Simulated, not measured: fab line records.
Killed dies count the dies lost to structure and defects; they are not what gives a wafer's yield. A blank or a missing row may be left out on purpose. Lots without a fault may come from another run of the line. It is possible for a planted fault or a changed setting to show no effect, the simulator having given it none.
A struck lot beside a sound one	flow rit cmos	21 steps out of a route of 202
Sound: the wafers L634.2, L634.3, L634.4. Wafers struck: L640.1, L640.2, L640.5. Last of all comes the cause.
For every step that has rows: the tool of each side, followed by ch and its chambers, followed by its first start. Under that, the readings that differ: sound wafers	struck wafers	difference of the means	sigmas: that difference in standard deviations of wafers without a fault.
alike: a reading whose means differ by less than 2 such deviations, as well as words and numbers matching on both sides. not compared: withheld readings; readings where some wafer has no value; bounds like >300 that might hide an equal value; numbers whose values overlap and for which the record gives no deviation.
Wherever a step has rows on one side only, a row that says differs or no value, or a row with sigmas, the two part there. Numbers that don't overlap but have no deviation are shown without sigmas and don't part them. Lack of a reading on every wafer of one side parts them only where that side has two or more wafers.

first, 6 steps without rows for these wafers: RIT_NLDD_HMDS_00 (prime time 60 s); RIT_NLDD_COAT_01 (resist thk 1000 nm); RIT_NLDD_SOFTBAKE_02 (time 60 s); RIT_NLDD_EXPOSE_03 (exposes mask M7, target cd 40700 nm); RIT_NLDD_PEB_04; RIT_NLDD_DEVELOP_05 (develop time 50 s).
RIT_NLDD_OVL_MEAS_06:
  sound: overlay-01 at day 2 19:14; struck: overlay-01 at day 4 05:35
  alike: NLDD_OVL
then, 2 steps without rows for these wafers: RIT_NLDD_HARDBAKE_07 (time 60 s); RIT_NLDD_IMPLANT_08.
RIT_NLDD_STRIP_09: strips in O2, time 180 s.
  sound on plasma asher-02 ch 0,1, day 2 19:35; struck on plasma asher-04 ch 0,1, day 4 05:55
  alike: drypump motor current A
  not compared: rf hours counter h
RIT_NLDD_TW_MEAS_10:
  sound: film metro-03 at day 2 19:46; struck: film metro-02 at day 4 06:05
reading	sound	struck	difference	sigmas
NLDD_TW	2519 2517 2525	2492 2489 2476	-35	-2
then, 1 step without rows for these wafers: RIT_PLDD_HMDS_00 (prime time 60 s).
RIT_PLDD_COAT_01: resist thk 1000 nm.
  sound on litho track-03 ch 0, day 2 20:00; struck on litho track-02 ch 0, day 4 06:18
reading	sound	struck	difference	sigmas
spin speed rpm (rpm)	3249.2 3250.5 3252.4	3428.9 3428.4 3421.5	+175.6	+73
model.NOVOLAK_of_PLDD_COAT_01.thk nm (nm)	1002 999 1002	978.2 979.2 979.6	-22.0	
then, 4 steps without rows for these wafers: RIT_PLDD_SOFTBAKE_02 (time 60 s); RIT_PLDD_EXPOSE_03 (exposes mask M8, target cd 40900 nm); RIT_PLDD_PEB_04; RIT_PLDD_DEVELOP_05 (develop time 50 s).
RIT_PLDD_OVL_MEAS_06:
  sound: overlay-02 at day 2 20:41; struck: overlay-01 at day 4 07:00
  alike: PLDD_OVL
RIT_PLDD_HARDBAKE_07: time 60 s.
  sound on litho track-03 ch 0, day 2 20:44; struck on litho track-04 ch 0, day 4 07:02
reading	sound	struck	difference	sigmas
model.NOVOLAK_of_PLDD_COAT_01.thk nm (nm)	885.3 882.9 885.6	864.7 865.6 866	-19.2	
then, 1 step without rows for these wafers: RIT_PLDD_IMPLANT_08.
RIT_M1_PROBE_99:
  sound: prober-01 at day 3 11:01; struck: prober-01 at day 4 21:28
  alike: killed_at_M0_to_M3, killed at contacts, killed at front end, killed dies, killed open, killed short

## WHERE THEY PART
Earliest at RIT_NLDD_TW_MEAS_10; latest, in this record, at RIT_PLDD_COAT_01. Later steps at which nothing parts them and some readings are alike: RIT_PLDD_OVL_MEAS_06, RIT_M1_PROBE_99.

WHY: what the simulator had put in
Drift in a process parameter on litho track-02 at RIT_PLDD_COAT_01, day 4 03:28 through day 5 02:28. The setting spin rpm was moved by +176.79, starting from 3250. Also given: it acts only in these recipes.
